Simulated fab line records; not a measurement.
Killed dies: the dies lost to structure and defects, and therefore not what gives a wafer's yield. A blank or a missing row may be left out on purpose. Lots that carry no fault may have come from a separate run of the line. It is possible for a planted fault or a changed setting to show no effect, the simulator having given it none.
One fault seen from 2 desks | flow rit cmos | each desk has only its own numbers; what lay behind them comes last

DESK OF THE TOOL OWNER: pvd sputter-04
The tool's own readings at RIT_M1_SPUTTER_00 (material Al, target thk 400 nm, time 500 s): means of the sampled wafers that have a number, for each lot that ran on this tool. The brackets show how far a lot's mean lies from the usual mean; more than 4 standard deviations puts the lot out of limits, marked OUT.
Columns: A = throttle valve pct at RIT_M1_SPUTTER_00, usual 30.1 %
lot  | first seen here | A
L209 | day 4 02:07     | 30.3
L211 | day 4 10:33     | 29.8
L215 | day 5 06:44     | 29.9
This desk found nothing out of limits on any of the 3 lots.

THE METROLOGY DESK
What the gauges read for every lot (on any tool): the sampled wafers with a number, averaged. The brackets show how far a lot's mean lies from the usual mean; more than 4 standard deviations puts the lot out of limits, marked OUT.
Columns: A = M1_AL_RS at RIT_M1_RS_MEAS_01, usual 0.0736 ohm/sq; B = M1_AL_THK at RIT_M1_THK_MEAS_02, usual 395 nm
lot  | first seen here | A      | B
L205 | day 3 05:57     | 0.0743 | 391
L207 | day 3 17:34     | 0.0737 | 396
L208 | day 3 22:14     | 0.0740 | 394
L209 | day 4 02:26     | 0.0734 | 396
L210 | day 4 07:32     | 0.0736 | 394
L211 | day 4 10:52     | 0.0724 | 402
L215 | day 5 07:01     | 0.0751 | 386
L220 | day 6 12:48     | 0.0740 | 392
L221 | day 6 13:13     | 0.0740 | 394
L223 | day 7 05:24     | 0.0746 | 391
L225 | day 7 13:26     | 0.0741 | 394
L226 | day 7 17:11     | 0.0731 | 399
L227 | day 7 18:56     | 0.0742 | 393
This desk found nothing out of limits on any of the 13 lots.

TAKEN TOGETHER
Nothing out of limits was seen by the tool owner's desk.
The metrology desk saw nothing out of limits.

WHAT HAD BEEN PUT IN BY THE SIMULATOR
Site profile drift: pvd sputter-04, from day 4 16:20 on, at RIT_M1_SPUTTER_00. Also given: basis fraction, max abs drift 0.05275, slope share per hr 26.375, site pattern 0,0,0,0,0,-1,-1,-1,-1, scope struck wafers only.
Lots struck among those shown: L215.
